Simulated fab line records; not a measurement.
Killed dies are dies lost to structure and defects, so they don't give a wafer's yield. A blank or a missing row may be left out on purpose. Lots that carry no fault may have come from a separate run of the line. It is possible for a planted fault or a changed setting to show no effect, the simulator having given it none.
A struck lot beside a sound one	flow rit cmos	15 out of 202 route steps
Sound: wafers L354.2, L354.3, L354.4. Struck: wafers L369.3, L369.4. The cause comes at the end.
Order at every step that has rows: each side's tool, ch and its chambers, its first start. Under that, the readings that differ: sound wafers	struck wafers	difference of the means	sigmas: that difference in standard deviations of wafers without a fault.
alike: words and numbers the same on both sides, and readings whose means are apart by under 2 such deviations; not compared: readings that were withheld, readings missing a value for some wafer, numbers with overlapping values and no deviation given by the record, and bounds like >300 which may hide the same value.
The two part at a step that has a row with sigmas, a row that says differs or no value, or rows on one side only. Numbers that don't overlap but have no deviation are shown without sigmas and don't part them. Lack of a reading on every wafer of one side parts them only where that side has two or more wafers.

first, 5 steps without rows for these wafers: RIT_M1_COAT_04 (resist thk 1300 nm); RIT_M1_SOFTBAKE_05 (time 60 s); RIT_M1_EXPOSE_06 (exposes mask M12, target cd 2600 nm); RIT_M1_PEB_07; RIT_M1_DEVELOP_08 (develop time 68 s).
RIT_M1_CD_MEAS_09: the cd target is 2600 nm.
  sound: cd sem-02 at day 3 11:54; struck: cd sem-01 at day 7 13:44
  alike: cd nm
RIT_M1_OVL_MEAS_10:
  sound: overlay-01 at day 3 12:00; struck: overlay-01 at day 7 13:50
  alike: M1_OVL
then, 1 step without rows for these wafers: RIT_M1_HARDBAKE_11 (time 120 s).
RIT_M1_METAL_ETCH_12: etches Al in Cl2/BCl3, stops on SiO2, time 165 s, target depth 600 nm.
  sound on rie metal-02 ch 0,1, day 3 12:17; struck on rie metal-02 ch 0,1, day 7 14:10
  alike: drypump motor current A, oes product au, throttle valve pct
  not compared: rf hours counter h
then, 1 step without rows for these wafers: RIT_M1_STRIP_13 (strips in nmp, time 600 s).
RIT_M1_STRIP_14: strips in O2, time 180 s.
  sound on plasma asher-03 ch 0,1, day 3 12:37; struck on plasma asher-01 ch 0,1, day 7 14:30
  alike: drypump motor current A, rf refl power W
  not compared: rf hours counter h
RIT_M1_CD_MEAS_90: the cd target is 2600 nm.
  sound: cd sem-01 at day 3 12:49; struck: cd sem-01 at day 7 14:40
  alike: cd nm
RIT_M1_ANNEAL_15: time 1800 s.
  sound on furnace-02 ch 0, day 3 12:55; struck on furnace-02 ch 0, day 7 14:44
reading	sound	struck	difference	sigmas
tube_center_temp_C_max	451.62 451.17 451.20	450.87 450.93	-0.43	-2
RIT_M1_BOW_MEAS_16:
  sound: film metro-04 at day 3 14:26; struck: film metro-01 at day 7 16:34
reading	sound	struck	difference	sigmas
M1_BOW (um)	20 27 17	- -	no value on the struck wafers	
  not compared: hold
RIT_M1_PROBE_99:
  sound: prober-01 at day 3 14:35; struck: prober-02 at day 8 00:52
reading	sound	struck	difference	sigmas
hold	- - -	await dispo/8.1h/release await dispo/8.1h/release	no value on the sound wafers	
  alike: defect limited yield, killed at contacts, killed at front end, killed dies, killed open, killed short, sort_bin_3_pad_short, sort_bin_5_function, sort_bin_6_memory, sort n pass, sort yield pct

== WHERE THEY PART ==
First at RIT_M1_ANNEAL_15; last, within this record, at RIT_M1_PROBE_99.

WHY: the cause the simulator had injected
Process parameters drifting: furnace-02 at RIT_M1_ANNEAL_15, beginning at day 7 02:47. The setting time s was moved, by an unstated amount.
